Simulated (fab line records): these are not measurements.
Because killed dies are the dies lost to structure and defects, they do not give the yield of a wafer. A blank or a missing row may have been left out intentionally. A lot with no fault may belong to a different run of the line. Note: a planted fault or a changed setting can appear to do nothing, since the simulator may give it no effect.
One fault seen from 2 desks ; flow rit_cmos ; each desk holds nothing but its own numbers, with what lay behind them at the end

METROLOGY DESK
Means of the sampled wafers that have a number, per lot and without regard to the tool the lot ran on: this is what the gauges read. A lot is out of limits, marked OUT, if its mean lies more than 4 standard deviations from the usual mean; the brackets give that distance.
Columns: A = REOX_OXIDE_THK at RIT_REOX_THK_MEAS_04, usual 25.5 nm; B = cd_nm at RIT_CONTACT_CD_MEAS_08, usual 1000.4 nm; C = cd_nm at RIT_CONTACT_CD_MEAS_90, usual 1000.4 nm
lot;first seen here;A;B;C
L725;day 3 03:15;24.6;999.5;999.4
L726;day 3 07:11;25.5;1003.7;1003.9
L727;day 3 11:27;25.4;999.4;999.5
L728;day 3 16:37;25.3;1001.8;1001.7
L730;day 4 03:40;24.9;999.9;999.8
L733;day 4 15:41;26.2;999.8;999.7
L735;day 4 22:52;25.3;999.2;999.2
L739;day 5 20:17;25.7;996.6;996.8
L740;day 6 03:28;24.7;998.5;998.9
L742;day 6 06:36;24.8;1003.4;1003.6
L743;day 6 19:57;25.0;1000.6;1000.3
L745;day 7 17:41;25.8;1003.8;1004.2
L746;day 7 17:41;25.6;1001.5;1001.3
L748;day 8 02:55;25.1;1000.9;1001.1
This desk found nothing out of limits on any of the 14 lots.

DESK OF THE TOOL OWNER: rie_metal-01
The tool's own readings at RIT_M1_METAL_ETCH_12 (etches Al in Cl2/BCl3, stops on SiO2, time 165 s, target depth 600 nm): means of the sampled wafers that have a number, for each lot that ran on this tool. A lot is out of limits, marked OUT, if its mean lies more than 4 standard deviations from the usual mean; the brackets give that distance.
Columns: A = drypump_motor_current_A at RIT_M1_METAL_ETCH_12, usual 5.7 A; B = oes_product_au at RIT_M1_METAL_ETCH_12, usual 0.775 a.u.; C = rf_fwd_power_W at RIT_M1_METAL_ETCH_12, usual 248.9 W; D = run_length_s at RIT_M1_METAL_ETCH_12, usual 193.2 s; E = throttle_valve_pct at RIT_M1_METAL_ETCH_12, usual 8.40 %
lot;first seen here;A;B;C;D;E
L727;day 4 01:47;5.5;0.776;249.2;193.9;8.27
L730;day 4 19:02;6.0;0.764;249.2;193.7;8.48
L733;day 5 06:50;5.8;0.760;248.8;197.2 (+9.2) OUT;8.37
L735;day 5 13:54;6.0;0.767;249.2;195.2 (+4.5) OUT;8.46
Finding of this desk: L733, L735 out of limits; the first was L733 at day 5 06:50, on run_length_s at RIT_M1_METAL_ETCH_12. L727, L730 stayed within limits.

PUT TOGETHER
The tool owner's desk could have raised an alarm at day 5 06:50, on L733, L735.
Metrology desk: nothing out of limits seen.
The metrology desk holds a record of L733, L735, inside its limits.
The lots listed all ran RIT_M1_METAL_ETCH_12 on rie_metal-01.

WHAT THE SIMULATOR HAD PUT IN
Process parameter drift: rie_metal-01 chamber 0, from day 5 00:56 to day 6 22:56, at RIT_M1_METAL_ETCH_12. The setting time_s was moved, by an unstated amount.
Struck lots among those shown: L733, L735.
Delay in hours, fault start to first out-of-limits reading, by desk: the tool owner's desk at 6.
